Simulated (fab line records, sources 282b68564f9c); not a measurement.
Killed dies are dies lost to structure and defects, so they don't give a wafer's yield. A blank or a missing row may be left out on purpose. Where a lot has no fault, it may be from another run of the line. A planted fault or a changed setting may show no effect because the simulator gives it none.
Which tool is to blame?    flow ritCmos    Sampling: 14 lots, 42 wafers, 2 of 202 route steps

== WHAT THE GAUGES SHOWED, per wafer ==
RIT_WELLDRIVE_RS_MEAS_02: the measuring method here is four-point-probe.
lot   measured     on            PWELL_RS (ohm/sq)
L213  day 2 12:08  filmMetro-01  428.1 427.4 429.1
L215  day 2 19:44  filmMetro-01  429.2 427.9 428.9
L217  day 3 08:07  filmMetro-02  429.9 428.9 428.2
L218  day 3 12:27  filmMetro-02  427.2 427.8 427.6
L219  day 3 17:07  filmMetro-04  431.0 429.1 429.4
L220  day 4 00:36  filmMetro-01  428.9 430.6 429.0
L221  day 4 05:33  filmMetro-04  430.5 430.6 431.1
L222  day 4 07:02  filmMetro-01  429.8 428.3 428.2
L228  day 5 13:59  filmMetro-01  442.9 441.8 443.7 443.9 442.4 443.6
L230  day 5 23:35  filmMetro-01  439.4 442.4 441.3 441.3 441.8 441.9
L231  day 6 06:56  filmMetro-02  430.9 431.5 431.3
L232  day 6 09:09  filmMetro-02  429.6 428.6 429.2
L233  day 6 15:00  filmMetro-02  428.4 429.3 430.4
L234  day 6 19:14  filmMetro-01  428.5 427.9 428.4

== TOOL THAT RAN EACH LOT (tool first, then ch and the chambers of the sampled wafers, then the start) ==
lot   RIT_PWELL_IMPLANT_08
L213  implanter-03 ch 0, day 2 06:32
L215  implanter-01 ch 0, day 2 14:08
L217  implanter-03 ch 0, day 3 02:02
L218  implanter-01 ch 0, day 3 05:42
L219  implanter-03 ch 0, day 3 11:32
L220  implanter-01 ch 0, day 3 18:32
L221  implanter-03 ch 0, day 3 22:56
L222  implanter-01 ch 0, day 4 01:01
L228  implanter-01 ch 0, day 5 07:59
L230  implanter-01 ch 0, day 5 17:59
L231  implanter-04 ch 0, day 5 23:50
L232  implanter-04 ch 0, day 6 03:33
L233  implanter-03 ch 0, day 6 09:25
L234  implanter-03 ch 0, day 6 13:35
- RIT_PWELL_IMPLANT_08

== WHAT THE TOOLS THEMSELVES READ (means of the sampled wafers that have a number; where no wafer has one, the mark that the record gives instead) ==
RIT_PWELL_IMPLANT_08.
lot   tool          beamEnergyKeV  endStationPressureTorr (Torr)  faradayCurrentUA
L213  implanter-03  169.95         4.98e-06                       226
L215  implanter-01  169.98         5.37e-06                       226
L217  implanter-03  170.00         5.01e-06                       222
L218  implanter-01  169.96         5.18e-06                       224
L219  implanter-03  170.01         4.91e-06                       219
L220  implanter-01  170.01         5.09e-06                       216
L221  implanter-03  170.02         5.51e-06                       222
L222  implanter-01  169.98         5.22e-06                       222
L228  implanter-01  124.28         5.06e-06                       221
L230  implanter-01  124.18         5.28e-06                       222
L231  implanter-04  170.00         5.35e-06                       224
L232  implanter-04  169.98         4.97e-06                       225
L233  implanter-03  169.94         5.18e-06                       223
L234  implanter-03  169.98         5.11e-06                       217

== THE ANSWER, worked out from the rows above alone ==
Rule: the lots themselves supply what counts as usual. The widest of any qualifying gaps counts: lots, ordered by their means at a reading, are off when they make up no more than a third of the lots, leave a main group of 4 or more, and stand apart from it by 3 or more times the standard deviation of that group's means. The tables above print the reading to a certain number of digits; a main group whose means all agree to those digits is not used. Also off: a lot with no number at a reading for which 4 or more lots have one. The other lots that the step has rows for count as sound. The gauges are gone through in route order, then the tools' own readings, and for those a lot's mean is taken as printed above. The first step at which some lot is off is used, and at that step the reading that is off furthest; a lot without a number counts as furthest.
Off: L228, L230, seen at RIT_WELLDRIVE_RS_MEAS_02 (PWELL_RS). Mean 429.2 ohm/sq and standard deviation 1 in the main group.
A tool fits if, at a process step before that reading, it ran every lot that is off, and no sound lot after the first of them. The gauges at RIT_WELLDRIVE_RS_MEAS_02 aren't tried: what is off there is off at RIT_PWELL_IMPLANT_08 too, on other tools, and a gauge's error can't cause that. One fits: implanter-01 at RIT_PWELL_IMPLANT_08. A fault onset in the window from L222 (day 4 01:01, its last sound lot) to L228 (day 5 07:59, its first lot off) fits.
The tool's own readings at RIT_PWELL_IMPLANT_08 bear it out: on the lots that are off they differ by more than 5 times the standard deviation of the sound lots' means. beamEnergyKeV reads 124.23 there against 169.98 on the sound lots.

== WHAT WAS PUT IN BY THE SIMULATOR ==
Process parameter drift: implanter-01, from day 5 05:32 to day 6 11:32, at RIT_PWELL_IMPLANT_08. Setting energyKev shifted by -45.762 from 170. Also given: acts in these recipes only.
Shown lots that were struck: L228, L230. Same finding as the rule above.
